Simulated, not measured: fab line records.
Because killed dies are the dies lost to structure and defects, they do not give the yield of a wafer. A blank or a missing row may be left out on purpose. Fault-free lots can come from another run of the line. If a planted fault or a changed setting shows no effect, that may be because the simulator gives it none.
Which tool did it? ; flow berkeley cmos170 ; 21 wafers sampled from 7 lots at 1 step of a route of 331

== WHAT THE GAUGES READ, wafer by wafer ==
UCB170_ACTIVE_OVL_MEAS_14.
lot;measured;on;ACTIVE_OVL (nm)
L283;day 5 10:26;overlay-01;-2 2 1
L285;day 5 23:05;overlay-01;16 16 19
L289;day 6 09:28;overlay-02;4 -1 4
L296;day 7 16:55;overlay-02;8 7 4
L298;day 8 07:35;overlay-01;9 15 15
L302;day 9 09:58;overlay-01;3 -2 1
L305;day 9 17:37;overlay-01;-8 3 5

== WHAT TOOL EACH LOT RAN ON (gives the tool, then ch and the chambers of the sampled wafers, and finally the start) ==
Before these readings, the record contains no process step.

== THE ANSWER, worked out from the rows above alone ==
Rule: usual is defined by the lots themselves. The widest of any qualifying gaps counts: lots, ordered by their means at a reading, are off when they make up no more than a third of the lots, leave a main group of 4 or more, and stand apart from it by 3 or more times the standard deviation of that group's means. Not used: any main group whose means are identical at the precision the tables above print for the reading. Also off: a lot with no number at a reading for which 4 or more lots have one. Any other lot the step has rows for is counted as sound.
None of the lots is off at any reading shown; this tells nothing.

== WHAT THE SIMULATOR PUT IN ==
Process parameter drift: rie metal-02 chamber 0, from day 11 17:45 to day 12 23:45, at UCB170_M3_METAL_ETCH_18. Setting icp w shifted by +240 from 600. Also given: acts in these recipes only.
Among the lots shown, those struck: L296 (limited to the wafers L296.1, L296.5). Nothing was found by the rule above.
